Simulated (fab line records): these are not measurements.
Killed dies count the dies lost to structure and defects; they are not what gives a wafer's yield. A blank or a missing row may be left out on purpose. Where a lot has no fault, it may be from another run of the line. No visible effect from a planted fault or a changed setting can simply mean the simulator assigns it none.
8D (eight disciplines) problem report, filled in by code :: flow berkeley_cmos170 :: the parts of the form that need people (team, actions taken, sign-off) are left out

## 1. PROBLEM STATEMENT
Across 12 wafers from 4 lots, CONTACT_PSG_THK at UCB170_CONTACT_THK_MEAS_02 averages 602 nm, while fault-free wafers read 702 nm with a standard deviation of 7.3. Relative to the usual mean, that is a shift of -14 standard deviations.
First seen on wafer L222.3, day 7 11:25, on film_metro-01. The record has a number at this step for 36 wafers belonging to 12 lots. Rule for "out", or "out of limits": more than 4 standard deviations from the usual mean. The rest of the wafers with a number are treated as sound.

## 2. WHAT IT IS, WHAT IT ISN'T
question: which readings at this step
is: CONTACT_PSG_THK
is not: -

question: which lots
is: L221, L222, L223, L224
is not: L219, L220, L231, L232, L233, L238, L239, L242

question: which wafers of those lots
is: all that have a number
is not: -

question: read on which gauges
is: film_metro-01, film_metro-02, film_metro-03
is not: -

question: when
is: from day 7 11:25
is not: up to then (6 sound wafers); but 18 sound wafers of L231, L232, L233, L238, L239, L242 came after

## 3. THE SUSPECTS, EACH WITH WHAT RULES IT OUT
Counting: a tool at any process step up to the reading remains a suspect when it ran all the lots that are out and ran no sound lot after the first of those.
- the gauge at UCB170_CONTACT_THK_MEAS_02: ruled out. Those wafers that are out were read across 3 gauges (film_metro-01, film_metro-02, film_metro-03).
- lpcvd-02 at UCB170_CONTACT_CVD_01 (deposits PSG from SiH4/O2/PH3, target thk 700 nm, time 2820 s): kept. All lots that are out passed through it, beginning with L222 at day 7 09:37, and no sound lot followed; its final sound lot before that point was L220 at day 6 20:58.
Left after counting: lpcvd-02 at UCB170_CONTACT_CVD_01.

## 4. THE CAUSE (what the simulator had put in)
Site profile drift: lpcvd-02, from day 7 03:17 on, at UCB170_CONTACT_CVD_01. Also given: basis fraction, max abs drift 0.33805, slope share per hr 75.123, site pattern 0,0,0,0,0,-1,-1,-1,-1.
After counting, this tool was the only one left.

## 5. THE EFFECT CHAIN, in route order
Each row: a reading whose mean over the struck wafers that have a number lies more than 3 standard deviations from the usual. Readings are gone through only where the record gives a usual standard deviation; hours: the median, over the lots, of the time from a lot's start at the first step in this table giving one to that lot's start at this step; sigmas: the change measured in usual standard deviations.
hours: 0
step: UCB170_CONTACT_THK_MEAS_02
reading: CONTACT_PSG_THK
usual: 702 nm
on struck wafers: 602
change: -100
sigmas: -14

hours: -
step: UCB170_CONTACT_ETCH_18
reading: oes_product_au
usual: 0.896 a.u.
on struck wafers: 0.826
change: -0.070
sigmas: -4.6
It contains these process steps:
- UCB170_CONTACT_ETCH_18: etches PSG in CHF3/CF4/Ar, stops on TiSi2, target depth 840 nm, time 195 s.

## 6. WHAT WOULD HAVE CAUGHT IT SOONER
8 hours passed between the start of the fault at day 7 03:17 and the first reading out of limits at a measuring or inspecting step in this record, taken at day 7 11:25.
Lots out: 4; all had begun UCB170_CONTACT_CVD_01 on lpcvd-02 by day 7 11:25. Had the tool been put on hold then, not one of them would have been saved.
